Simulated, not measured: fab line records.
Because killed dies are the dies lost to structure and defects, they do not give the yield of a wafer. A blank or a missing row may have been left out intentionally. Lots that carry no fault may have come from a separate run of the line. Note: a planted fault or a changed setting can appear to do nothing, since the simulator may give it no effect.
fab line records	flow ritCmos
record: lots: 6	wafers: 18	lastDay: 7
route steps=202 shown SILICIDE@161 CONTACT@168 M1@202
lots that met no fault: taken from a fault-free run of the same line
startH: start of the lot's first displayed wafer, in hours after the record's first day	waitH: time in hours since the lot's previous step	" the same as in the row above	L1.1+2: one row covering several wafers at once	- no value, or no start given	* or withheld: withheld	< > ~ a bound
route shown NAME@n: names a module that has steps shown in the file, with the first one's number in the route	usual: mean and standard deviation over wafers with no fault	same: alike in all rows	chamber/n: place in a boat	sites: the reading at each site	_std_site: their standard deviation	_edge_site: outer sites' mean less inner sites'	radiusMm: how far each site lies from the wafer's centre	mask NAME#n: copy n	behind: the last tool/chamber to shape the wafer	hold: why the lot was held/for how many hours/how that ended	device: which transistor (n, p or np) failed to switch	end of line: tests run on the same wafers once the route is complete	a step without rows: its recipe alone	killed: at the first sort, the dies lost to defects and structure; wafer yield is something else	map: shows each die of a wafer: x if killed, . if not, _ if none is there
set.NAME: the setting that was run; set.NAME@STEP: the one run at that earlier step	model.NAME: the simulator's own value behind a step, which no gauge read
certain route steps with their lots: each step a table, each wafer a row
services: a tool's chamber out of use, with start hour (startH, from the record's first day; less than 0 if before it), hours out, and reason
== steps ==
step: RIT_SILICIDE_WET_ETCH_00
recipe: chemistry: BOE	target: SiO2	targetDepthNm: 14	timeS: 15	dry: n2Spin	dilution: 10:1	tempC: 21.5
step: RIT_SILICIDE_SPUTTER_01
recipe: material: Ti	targetThkNm: 30	powerW: 362.4	chamberPressurePa: 0.667	gas: Ar	timeS: 240	substrateTempC: 25
usual: throttleValvePct: 30.5/0.82
same: timeS: 240
lot.wafer	tool	chamber	startH	waitH	throttleValvePct
L854.2	pvdSputter-01	-	54.92	0.0	30.6
L854.3	"	-	"	"	31.8
L854.6	"	-	"	"	30.2
L866.1	pvdSputter-02	-	115.34	0.0	29.5
L866.2	"	-	"	"	31.5
L866.4	"	-	"	"	29.6
L873.1	pvdSputter-03	-	147.26	0.0	31.0
L873.2	"	-	"	"	30.5
L873.5	"	-	"	"	29.6
L874.2	pvdSputter-02	-	155.22	0.0	31.4
L874.3	"	-	"	"	29.3
L874.5	"	-	"	"	29.6
L875.1	pvdSputter-01	-	161.06	0.0	30.3
L875.3	"	-	"	"	31.3
L875.4	"	-	"	"	30.4
L876.2	pvdSputter-02	-	162.92	0.0	29.7
L876.5	"	-	"	"	31.6
L876.6	"	-	"	"	29.6
step: RIT_SILICIDE_RS_MEAS_02
recipe: thkMeasGauge: four-point-probe	reads: Ti_of_SILICIDE_SPUTTER_01
usual: SILICIDE_TI_RS: 46.0/0.61
lot.wafer	tool	chamber	startH	waitH	SILICIDE_TI_RS[ohm/sq]
L854.2	filmMetro-02	-	55.10	0.1	45.2
L854.3	"	-	"	"	46.0
L854.6	"	-	"	"	45.1
L866.1	filmMetro-01	-	115.49	0.1	44.9
L866.2	"	-	"	"	45.4
L866.4	"	-	"	"	45.5
L873.1	filmMetro-01	-	147.41	0.1	46.3
L873.2	"	-	"	"	46.0
L873.5	"	-	"	"	46.9
L874.2	filmMetro-02	-	155.39	0.1	45.1
L874.3	"	-	"	"	44.8
L874.5	"	-	"	"	45.4
L875.1	filmMetro-02	-	161.21	0.1	46.1
L875.3	"	-	"	"	46.2
L875.4	"	-	"	"	47.1
L876.2	filmMetro-01	-	163.09	0.1	46.0
L876.5	"	-	"	"	46.3
L876.6	"	-	"	"	46.1
step: RIT_SILICIDE_THK_MEAS_03
recipe: thkMeasGauge: xrf	reads: Ti_of_SILICIDE_SPUTTER_01
usual: SILICIDE_TI_THK: 30.8/0.35
lot.wafer	tool	chamber	startH	waitH	SILICIDE_TI_THK[nm]
L854.2	filmMetro-02	-	55.21	0.1	31.0
L854.3	"	-	"	"	30.6
L854.6	"	-	"	"	31.3
L866.1	filmMetro-01	-	115.61	0.1	31.8
L866.2	"	-	"	"	31.4
L866.4	"	-	"	"	31.3
L873.1	filmMetro-01	-	147.53	0.1	30.6
L873.2	"	-	"	"	30.8
L873.5	"	-	"	"	30.5
L874.2	filmMetro-02	-	155.50	0.1	31.6
L874.3	"	-	"	"	31.4
L874.5	"	-	"	"	31.3
L875.1	filmMetro-02	-	161.33	0.1	31.0
L875.3	"	-	"	"	30.8
L875.4	"	-	"	"	30.4
L876.2	filmMetro-01	-	163.20	0.1	30.9
L876.5	"	-	"	"	30.8
L876.6	"	-	"	"	30.8
step: RIT_SILICIDE_RTA_04
recipe: tempC: 650	timeS: 10	idleTempC: 25	rampUpS: 5	rampDownS: 5	coolToC: 25	ambient: N2
usual: chamberO2Ppm: 2.008/0.022	wafer_temp_C_max: 652.6/0.84
same: timeS: 10
lot.wafer	tool	chamber	startH	waitH	chamberO2Ppm	wafer_temp_C_max
L854.2	rtpAnneal-02	0	55.28	0.1	2.011	653.1
L854.3	"	0	"	"	2.044	654.4
L854.6	"	0	"	"	2.019	653.3
L866.1	rtpAnneal-02	0	115.67	0.1	2.037	654.9
L866.2	"	0	"	"	2.022	652.8
L866.4	"	0	"	"	2.047	652.6
L873.1	rtpAnneal-01	0	147.59	0.1	1.993	653.0
L873.2	"	0	"	"	2.002	651.9
L873.5	"	0	"	"	1.967	652.9
L874.2	rtpAnneal-02	0	155.56	0.1	2.003	652.2
L874.3	"	0	"	"	2.034	653.4
L874.5	"	0	"	"	2.005	653.4
L875.1	rtpAnneal-01	0	161.39	0.1	1.983	652.2
L875.3	"	0	"	"	1.980	652.7
L875.4	"	0	"	"	1.999	652.1
L876.2	rtpAnneal-02	0	163.26	0.1	1.991	652.6
L876.5	"	0	"	"	2.019	652.6
L876.6	"	0	"	"	2.003	651.6
step: RIT_SILICIDE_WET_ETCH_05
recipe: chemistry: SPM	target: Ti	tempC: 90	timeS: 120	dry: n2Spin
step: RIT_SILICIDE_RTA_06
recipe: tempC: 750	timeS: 10	idleTempC: 25	rampUpS: 5	rampDownS: 10	coolToC: 25	ambient: N2
usual: chamberO2Ppm: 2.002/0.024	wafer_temp_C_max: 753.1/0.94
same: timeS: 10
lot.wafer	tool	chamber	startH	waitH	chamberO2Ppm	wafer_temp_C_max
L854.2	rtpAnneal-01	0	55.39	0.0	2.002	753.4
L854.3	"	0	"	"	2.020	752.1
L854.6	"	0	"	"	2.054	751.8
L866.1	rtpAnneal-01	0	115.78	0.0	1.966	753.1
L866.2	"	0	"	"	1.975	751.6
L866.4	"	0	"	"	1.955	752.7
L873.1	rtpAnneal-02	0	147.70	0.0	2.002	755.1
L873.2	"	0	"	"	2.014	753.1
L873.5	"	0	"	"	2.010	752.3
L874.2	rtpAnneal-01	0	155.67	0.0	2.027	751.9
L874.3	"	0	"	"	2.021	752.1
L874.5	"	0	"	"	1.973	752.7
L875.1	rtpAnneal-02	0	161.50	0.0	2.045	752.4
L875.3	"	0	"	"	2.030	753.7
L875.4	"	0	"	"	1.995	754.4
L876.2	rtpAnneal-01	0	163.37	0.0	1.940	753.0
L876.5	"	0	"	"	2.041	752.1
L876.6	"	0	"	"	2.012	753.1
step: RIT_CONTACT_CVD_00
recipe: material: SiO2	targetThkNm: 400	precursor: TEOS	tempC: 390	timeS: 61	rfW: 400
usual: heaterPowerW: 325/47
same: timeS: 61
lot.wafer	tool	chamber	startH	waitH	heaterPowerW
L854.2	pecvd-02	1	55.51	0.1	341
L854.3	"	0	"	"	322
L854.6	"	1	"	"	352
L866.1	pecvd-02	1	115.85	0.1	374
L866.2	"	2	"	"	240
L866.4	"	0	"	"	305
L873.1	pecvd-01	2	147.76	0.1	250
L873.2	"	1	"	"	451
L873.5	"	0	"	"	330
L874.2	pecvd-03	2	155.73	0.0	295
L874.3	"	1	"	"	385
L874.5	"	1	"	"	280
L875.1	pecvd-02	1	161.57	0.1	368
L875.3	"	2	"	"	285
L875.4	"	1	"	"	274
L876.2	pecvd-01	0	163.43	0.0	353
L876.5	"	1	"	"	412
L876.6	"	2	"	"	274
step: RIT_CONTACT_THK_MEAS_01
recipe: reads: SiO2_of_CONTACT_CVD_00
usual: CONTACT_TEOS_THK: 399/5
lot.wafer	tool	chamber	startH	waitH	CONTACT_TEOS_THK[nm]
L854.2	filmMetro-04	-	55.57	0.0	396
L854.3	"	-	"	"	391
L854.6	"	-	"	"	402
L866.1	filmMetro-04	-	115.90	0.0	395
L866.2	"	-	"	"	394
L866.4	"	-	"	"	401
L873.1	filmMetro-02	-	147.82	0.0	396
L873.2	"	-	"	"	394
L873.5	"	-	"	"	400
L874.2	filmMetro-03	-	155.79	0.0	401
L874.3	"	-	"	"	399
L874.5	"	-	"	"	405
L875.1	filmMetro-03	-	161.62	0.0	404
L875.3	"	-	"	"	399
L875.4	"	-	"	"	405
L876.2	filmMetro-02	-	163.49	0.0	400
L876.5	"	-	"	"	401
L876.6	"	-	"	"	405
step: RIT_CONTACT_HMDS_02
recipe: primeTimeS: 60	primeTempC: 140
step: RIT_CONTACT_COAT_03
recipe: resist: NOVOLAK	spinRpm: 3250	resistThkNm: 1000
step: RIT_CONTACT_SOFTBAKE_04
recipe: resist: NOVOLAK	tempC: 90	timeS: 60
step: RIT_CONTACT_EXPOSE_05
recipe: maskId: M11	na: 0.6	sourceShape: conventional	sigmaOuter: 0.5	targetCdNm: 1000	doseMj: 250
same: na: 0.6
lot.wafer	tool	chamber	startH	waitH	mask
L854.2+3+6	ilineStepper-02	0	56.09	0.1	M11#0
L866.1+2+4	ilineStepper-01	0	116.54	0.3	M11#0
L873.1+2+5	ilineStepper-02	0	148.33	0.1	M11#0
L874.2+3+5	ilineStepper-02	0	156.31	0.1	M11#0
L875.1+3+4	ilineStepper-01	0	162.25	0.2	M11#0
L876.2+5+6	ilineStepper-01	0	164.01	0.1	M11#0
step: RIT_CONTACT_PEB_06
recipe: resist: NOVOLAK	tempC: withheld	timeS: withheld
step: RIT_CONTACT_DEVELOP_07
recipe: resist: NOVOLAK	developTimeS: 120	devTempC: 23
step: RIT_CONTACT_CD_MEAS_08
recipe: targetCdNm: 1000
usual: cdNm: 999.5/2.4
lot.wafer	tool	chamber	startH	waitH	cdNm
L854.2	cdSem-02	-	56.64	-	999.9
L854.3	"	-	"	"	997.7
L854.6	"	-	"	"	998.9
L866.1	cdSem-02	-	117.11	-	997.5
L866.2	"	-	"	"	997.9
L866.4	"	-	"	"	996.6
L873.1	cdSem-02	-	148.84	-	997.7
L873.2	"	-	"	"	1000.1
L873.5	"	-	"	"	1001.9
L874.2	cdSem-02	-	156.82	-	1001.3
L874.3	"	-	"	"	998.8
L874.5	"	-	"	"	999.0
L875.1	cdSem-02	-	162.77	-	1001.0
L875.3	"	-	"	"	1001.4
L875.4	"	-	"	"	1000.6
L876.2	cdSem-02	-	164.53	-	998.6
L876.5	"	-	"	"	999.6
L876.6	"	-	"	"	997.3
step: RIT_CONTACT_OVL_MEAS_09
usual: CONTACT_OVL: -0.3/1.2
lot.wafer	tool	chamber	startH	waitH	CONTACT_OVL[nm]
L854.2	overlay-01	-	56.75	0.1	-0.3
L854.3	"	-	"	"	-1.4
L854.6	"	-	"	"	-0.7
L866.1	overlay-02	-	117.23	0.1	-0.3
L866.2	"	-	"	"	0.1
L866.4	"	-	"	"	-0.7
L873.1	overlay-02	-	148.96	0.1	-6.4
L873.2	"	-	"	"	-6.6
L873.5	"	-	"	"	-8.0
L874.2	overlay-02	-	156.93	0.1	-5.2
L874.3	"	-	"	"	-3.7
L874.5	"	-	"	"	-4.2
L875.1	overlay-01	-	162.89	0.1	0.9
L875.3	"	-	"	"	1.4
L875.4	"	-	"	"	0.2
L876.2	overlay-01	-	164.63	0.1	-1.9
L876.5	"	-	"	"	-1.2
L876.6	"	-	"	"	-2.6
step: RIT_CONTACT_HARDBAKE_10
recipe: resist: NOVOLAK	tempC: 140	timeS: 60
step: RIT_M1_PROBE_99
usual: killedAtContacts: 0.1/0.34	killedAtFrontEnd: 6.6/2.7	killedDies: 6.7/2.7	killedOpen: 3.5/1.9	killedShort: 3.1/1.8
same: grossDies: 264	killed_at_M0_to_M3: 0	killed_at_M4_up: 0	killedAtBackSide: 0	killedAtOther: 0
lot.wafer	tool	chamber	startH	waitH	killedAtContacts	killedAtFrontEnd	killedDies	killedOpen	killedShort
L854.2	prober-01	-	62.04	0.1	0	5	5	2	3
L854.3	prober-01	-	62.09	0.2	0	10	10	6	4
L854.6	prober-01	-	62.24	0.2	0	7	7	6	1
L866.1	prober-01	-	122.63	0.1	0	5	5	3	2
L866.2	prober-01	-	122.68	0.1	0	6	6	3	3
L866.4	prober-01	-	122.78	0.2	0	5	5	3	2
L873.1	prober-02	-	154.02	0.1	0	9	9	6	3
L873.2	prober-02	-	154.07	0.1	0	5	5	4	1
L873.5	prober-02	-	154.22	0.2	1	4	5	2	3
L875.1	prober-02	-	168.20	0.1	0	8	8	4	4
L875.3	prober-02	-	168.30	0.2	0	7	7	5	2
L875.4	prober-02	-	168.35	0.2	0	3	3	2	1
L876.2	prober-01	-	170.06	0.1	1	4	5	3	2
L876.5	prober-01	-	170.21	0.2	0	5	5	2	3
L876.6	prober-01	-	170.26	0.2	0	4	4	3	1
killed by level:class
L854.2 GATE:geometricParticle:short=2 GATE:geometricParticle:open=1 SPACER:geometricParticle:open=1 SILICIDE:geometricParticle:short=1
L854.3 REOX:geometricParticle:open=3 GATE:geometricParticle:open=2 SILICIDE:geometricParticle:short=2 FOX1:geometricParticle:open=1 FOX1:geometricParticle:short=1 REOX:geometricParticle:short=1
L854.6 GATE:geometricParticle:open=3 GATE:geometricParticle:short=1 REOX:geometricParticle:open=1 SPACER:geometricParticle:open=1 SILICIDE:geometricParticle:open=1
L866.1 ACTIVE:geometricParticle:open=1 FOX1:geometricParticle:short=1 FOX2:geometricParticle:open=1 GATE:geometricParticle:open=1 SPACER:geometricParticle:short=1
L866.2 SPACER:geometricParticle:short=2 GATE:geometricParticle:open=1 REOX:geometricParticle:short=1 SPACER:geometricParticle:open=1 SILICIDE:geometricParticle:open=1
L866.4 GATE:geometricParticle:open=2 FOX1:geometricParticle:short=1 GATE:geometricParticle:short=1 REOX:geometricParticle:open=1
L873.1 GATE:geometricParticle:open=3 FOX1:geometricParticle:short=1 FOX1:geometricParticle:open=1 FOX2:geometricParticle:open=1 GATE:geometricParticle:short=1 REOX:geometricParticle:open=1 SILICIDE:geometricParticle:short=1
L873.2 REOX:geometricParticle:open=2 FOX1:geometricParticle:short=1 GATE:geometricParticle:open=1 SPACER:geometricParticle:open=1
L873.5 GATE:geometricParticle:open=1 SPACER:geometricParticle:short=1 SILICIDE:geometricParticle:open=1 SILICIDE:geometricParticle:short=1 CONTACT:geometricParticle:short=1
L875.1 GATE:geometricParticle:open=4 GATE:geometricParticle:short=3 FOX2:geometricParticle:short=1
L875.3 FOX2:geometricParticle:open=2 GATE:geometricParticle:open=2 REOX:geometricParticle:short=2 SPACER:geometricParticle:open=1
L875.4 GATE:geometricParticle:open=1 REOX:geometricParticle:open=1 REOX:geometricParticle:short=1
L876.2 FOX2:geometricParticle:open=1 GATE:geometricParticle:open=1 GATE:geometricParticle:short=1 REOX:geometricParticle:short=1 CONTACT:geometricParticle:open=1
L876.5 SPACER:geometricParticle:short=2 GATE:geometricParticle:open=1 SPACER:geometricParticle:open=1 SILICIDE:geometricParticle:short=1
L876.6 FOX1:geometricParticle:short=1 REOX:geometricParticle:open=1 SPACER:geometricParticle:open=1 SILICIDE:geometricParticle:open=1
== services ==
tool	chamber	startH	hours	kind
rtpAnneal-01	-	36.98	7.1	pm
pecvd-03	1	41.61	5.1	repair
rtpAnneal-02	-	45.27	5.8	pm
pvdSputter-03	-	48.65	8.4	repair
pecvd-01	-	52.11	1.0	repair
ilineStepper-02	-	54.26	1.7	pm
pecvd-02	1	58.75	6.6	repair
pecvd-01	-	59.27	0.8	repair
pecvd-02	-	70.96	2.8	pm
pecvd-02	2	89.73	5.5	repair
pecvd-01	-	97.85	5.5	pm
pecvd-02	-	116.50	0.9	repair
ilineStepper-01	-	127.65	1.7	pm
ilineStepper-01	-	130.37	8.9	pm
== key ==
firstSign: step: RIT_CONTACT_OVL_MEAS_09	reading: CONTACT_OVL	direction: down	sigmas: 4.5	usual: -0.3	struck: -5.7
effect none on later readings
metAt RIT_CONTACT_EXPOSE_05
struckWafers L873.1,L873.2,L873.5,L874.2,L874.3,L874.5
testerLeftOut L873,L874
onsetBetween 56.09 148.33
fault: kind: processParameterDrift	tool: ilineStepper-02	chamber: -	onsetH: 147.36	steps: RIT_CONTACT_EXPOSE_05	channel: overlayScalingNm	offset: 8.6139	shape: step	endH: 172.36
testerLeftOut: of these lots the tester's yield and bins aren't shown, on N5 and GAA mostly nor the transistor test; their killed dies are dies lost to structure and defects alone, not to doping, threshold or leakage, so they don't give the yield
